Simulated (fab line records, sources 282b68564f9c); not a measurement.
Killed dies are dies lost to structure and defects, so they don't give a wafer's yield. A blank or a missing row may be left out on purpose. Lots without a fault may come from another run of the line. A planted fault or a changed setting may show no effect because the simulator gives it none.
fab line records | flow rit_cmos
record lots=15 wafers=45 last_day=7
route steps=202 shown PLDD@123 M1@202
lots that met no fault: from a run of the same line without faults
start_h: hours from the record's first day to the start of the lot's first wafer shown | wait_h: hours since the lot's step before | " the same as in the row above | L1.1+2: a row that stands for several wafers | - no value, or no start given | * or withheld: withheld | < > ~ a bound
route shown NAME@n: a module of which the file shows steps, and the number in the route of the first | usual: mean/standard deviation of fault-free wafers | same: alike in all rows | chamber/n: place in a boat | sites: the reading at each site | _std_site: their standard deviation | _edge_site: outer sites' mean less inner sites' | radius_mm: how far each site lies from the wafer's centre | mask NAME#n: copy n | behind: the tool/chamber that last shaped the wafer | hold: why the lot was held/for how many hours/how that ended | device: the transistor (n, p or np) that didn't switch | end of line: the same wafers' tests at the end of the route | a step without rows: its recipe alone | killed: dies lost to structure and defects at the first sort, not the wafer's yield | map: a wafer's dies, x killed, . not, _ none there
set.NAME: the setting as run; set.NAME@STEP: as run at that earlier step | model.NAME: the simulator's own value behind a step, which no gauge read
steps of the route over a sample of lots; a table a step, a row a wafer
services: from which hour (start_h, from the record's first day; less than 0 if before it) a tool's chamber was out of use, for how many hours, and why
## steps
# step RIT_PLDD_STRIP_09
# recipe chemistry=O2 time_s=180 resist=NOVOLAK platen_temp_c=withheld power_w=500 pressure_mtorr=4000 o2_flow_sccm=4000
# usual chamber_pressure_mTorr=4000/3.1 drypump_motor_current_A=5.72/0.28 o2_flow_sccm=4000/12
# columns lot.wafer tool chamber start_h wait_h chamber_pressure_mTorr drypump_motor_current_A o2_flow_sccm rf_hours_counter_h
L302.3 plasma_asher-04 1 48.11 0.1 3999 5.69 3998 -
L302.5 " 1 " " 3998 5.66 4000 -
L302.6 " 0 " " 3998 5.91 4022 -
L303.2 plasma_asher-04 1 53.10 0.1 4000 5.66 3992 41
L303.4 " 0 " " 4006 5.90 3995 -
L303.6 " 1 " " 4000 5.68 3999 -
L306.1 plasma_asher-01 0 72.45 0.1 3996 5.57 3986 43
L306.2 " 1 " " 4000 6.08 3983 43
L306.3 " 0 " " 4001 5.56 3979 -
L308.2 plasma_asher-02 0 79.77 0.1 3999 5.11 3981 28
L308.3 " 0 " " 3997 5.09 4006 -
L308.4 " 1 " " 4008 5.66 3994 -
L307.2 plasma_asher-01 0 80.01 0.1 4000 5.55 3971 43
L307.3 " 0 " " 3999 5.55 3984 -
L307.6 " 1 " " 4001 6.04 3969 -
L309.2 plasma_asher-04 0 87.27 0.1 4000 5.93 3995 45
L309.3 " 1 " " 4008 5.68 4006 -
L309.6 " 1 " " 3998 5.68 4003 -
L310.1 plasma_asher-01 0 95.02 0.1 4006 5.55 3992 45
L310.4 " 0 " " 4002 5.55 4000 -
L310.5 " 1 " " 3998 6.07 4026 -
L311.3 plasma_asher-04 0 97.84 0.1 3998 5.93 4000 -
L311.5 " 0 " " 4005 5.93 4017 -
L311.6 " 1 " " 4000 5.66 3997 -
L312.1 plasma_asher-01 0 101.05 0.1 4002 5.55 3998 45
L312.4 " 1 " " 4000 6.09 3987 -
L312.6 " 1 " " 4006 6.07 3988 -
L313.3 plasma_asher-02 1 109.25 0.1 3998 5.70 4005 -
L313.5 " 1 " " 3996 5.70 4025 -
L313.6 " 0 " " 3999 5.14 3999 -
L314.3 plasma_asher-01 1 110.47 0.1 4000 6.08 3998 -
L314.4 " 0 " " 4002 5.57 3998 -
L314.6 " 1 " " 3998 6.04 4010 -
L319.3 plasma_asher-01 1 133.85 0.1 4002 6.05 3211 -
L319.5 " 0 " " 4002 5.56 3214 -
L319.6 " 1 " " 3998 6.05 3211 -
L321.3 plasma_asher-01 0 144.69 0.1 3997 5.56 3193 -
L321.4 " 1 " " 3996 6.05 3202 -
L321.6 " 0 " " 4001 5.55 3203 -
L322.1 plasma_asher-01 1 152.95 0.1 3999 6.07 3196 51
L322.2 " 0 " " 3999 5.56 3198 51
L322.4 " 0 " " 4004 5.56 3205 -
L324.1 plasma_asher-02 1 162.12 0.1 4001 5.67 3993 36
L324.5 " 1 " " 3997 5.69 4003 -
L324.6 " 0 " " 4005 5.12 3976 -
# step RIT_M1_PROBE_99
# usual killed_at_M0_to_M3=0.0/0.12 killed_at_contacts=0.1/0.23 killed_at_front_end=6/3.1 killed_dies=6/3.1 killed_open=3.2/1.9 killed_short=3.2/2.1
# same gross_dies=264 killed_at_M4_up=0 killed_at_back_side=0 killed_at_other=0
# columns lot.wafer tool chamber start_h wait_h killed_at_M0_to_M3 killed_at_contacts killed_at_front_end killed_dies killed_open killed_short
L303.2 prober-01 - 66.70 0.1 0 0 2 2 2 0
L303.4 prober-01 - 66.80 0.2 0 0 7 7 4 3
L303.6 prober-01 - 66.90 0.2 0 0 8 8 3 5
L308.2 prober-01 - 93.86 0.1 0 0 6 6 3 3
L308.3 prober-01 - 93.91 0.2 0 0 1 1 1 0
L308.4 prober-01 - 93.96 0.2 0 0 7 7 3 4
L307.2 prober-02 - 95.36 0.1 0 0 4 4 3 1
L307.3 prober-02 - 95.41 0.2 0 0 4 4 0 4
L307.6 prober-02 - 95.56 0.2 0 0 5 5 3 2
L311.3 prober-01 - 111.66 0.2 0 0 2 2 1 1
L311.5 prober-01 - 111.76 0.2 0 0 4 4 2 2
L311.6 prober-01 - 111.81 0.2 0 0 3 3 0 3
L314.3 prober-02 - 125.00 0.2 0 0 10 10 4 6
L314.4 prober-02 - 125.05 0.2 0 0 6 6 2 4
L314.6 prober-02 - 125.15 0.2 0 0 4 4 3 1
L321.3 prober-02 - 159.44 0.6 0 0 11 11 4 7
L321.4 prober-02 - 159.49 0.6 0 0 8 8 1 7
L321.6 prober-02 - 159.59 0.7 0 0 13 13 7 6
L324.1 prober-02 - 176.66 0.1 0 0 6 6 4 2
L324.5 prober-02 - 176.86 0.2 0 0 4 4 2 2
L324.6 prober-02 - 176.91 0.2 0 0 4 4 1 3
# killed by level:class
L303.2 GATE:geometric_particle:open=2
L303.4 SPACER:geometric_particle:open=2 FOX2:geometric_particle:open=1 GATE:geometric_particle:short=1 REOX:geometric_particle:open=1 SPACER:geometric_particle:short=1 SILICIDE:geometric_particle:short=1
L303.6 FOX2:geometric_particle:short=3 GATE:geometric_particle:open=2 GATE:geometric_particle:short=2 FOX2:geometric_particle:open=1
L308.2 FOX1:geometric_particle:short=2 FOX1:geometric_particle:open=1 GATE:geometric_particle:short=1 GATE:geometric_particle:open=1 SILICIDE:geometric_particle:open=1
L308.3 SPACER:geometric_particle:open=1
L308.4 FOX1:geometric_particle:short=2 REOX:geometric_particle:open=2 SPACER:geometric_particle:short=2 FOX1:geometric_particle:open=1
L307.2 FOX1:geometric_particle:open=1 GATE:geometric_particle:short=1 GATE:geometric_particle:open=1 REOX:geometric_particle:open=1
L307.3 GATE:geometric_particle:short=3 SILICIDE:geometric_particle:short=1
L307.6 GATE:geometric_particle:open=2 FOX1:geometric_particle:open=1 FOX1:geometric_particle:short=1 SILICIDE:geometric_particle:short=1
L311.3 GATE:geometric_particle:open=1 SILICIDE:geometric_particle:short=1
L311.5 FOX1:geometric_particle:open=1 FOX2:geometric_particle:open=1 SPACER:geometric_particle:short=1 SILICIDE:geometric_particle:short=1
L311.6 GATE:geometric_particle:short=1 SPACER:geometric_particle:short=1 SILICIDE:geometric_particle:short=1
L314.3 GATE:geometric_particle:open=3 GATE:geometric_particle:short=3 FOX1:geometric_particle:short=1 SPACER:geometric_particle:open=1 SPACER:geometric_particle:short=1 SILICIDE:geometric_particle:short=1
L314.4 GATE:geometric_particle:short=2 REOX:geometric_particle:short=1 SPACER:geometric_particle:short=1 SPACER:geometric_particle:open=1 SILICIDE:geometric_particle:open=1
L314.6 FOX1:geometric_particle:open=1 REOX:geometric_particle:short=1 SPACER:geometric_particle:open=1 SILICIDE:geometric_particle:open=1
L321.3 GATE:geometric_particle:short=4 FOX1:geometric_particle:short=3 GATE:geometric_particle:open=3 FOX1:geometric_particle:open=1
L321.4 GATE:geometric_particle:short=4 REOX:geometric_particle:short=2 REOX:geometric_particle:open=1 SPACER:geometric_particle:short=1
L321.6 GATE:geometric_particle:open=5 FOX1:geometric_particle:short=3 GATE:geometric_particle:short=3 REOX:geometric_particle:open=2
L324.1 SILICIDE:geometric_particle:open=2 GATE:geometric_particle:short=1 GATE:geometric_particle:open=1 REOX:geometric_particle:open=1 REOX:geometric_particle:short=1
L324.5 ACTIVE:geometric_particle:open=1 GATE:geometric_particle:short=1 SILICIDE:geometric_particle:short=1 SILICIDE:geometric_particle:open=1
L324.6 SILICIDE:geometric_particle:short=3 GATE:geometric_particle:open=1
## services
# columns tool chamber start_h hours kind
plasma_asher-02 - 48.76 7.4 repair
plasma_asher-02 - 97.46 1.3 repair
plasma_asher-04 - 125.17 1.5 repair
plasma_asher-01 - 160.25 2.8 pm
## key
first_sign step=RIT_PLDD_STRIP_09 reading=o2_flow_sccm direction=down sigmas=64 usual=4000 struck=3204
effect none on later readings
met_at RIT_PLDD_STRIP_09
struck_lots L319,L321,L322
tester_left_out L319,L321,L322
onset_between 110.47 133.85
fault kind=process_parameter_drift tool=plasma_asher-01 chamber=- onset_h=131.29 steps=RIT_PLDD_STRIP_09 channel=o2_flow_sccm offset=-800 shape=step end_h=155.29 acts_in=these_recipes_only stated=4000
# tester_left_out: of these lots the tester's yield and bins aren't shown, on N5 and GAA mostly nor the transistor test; their killed dies are dies lost to structure and defects alone, not to doping, threshold or leakage, so they don't give the yield
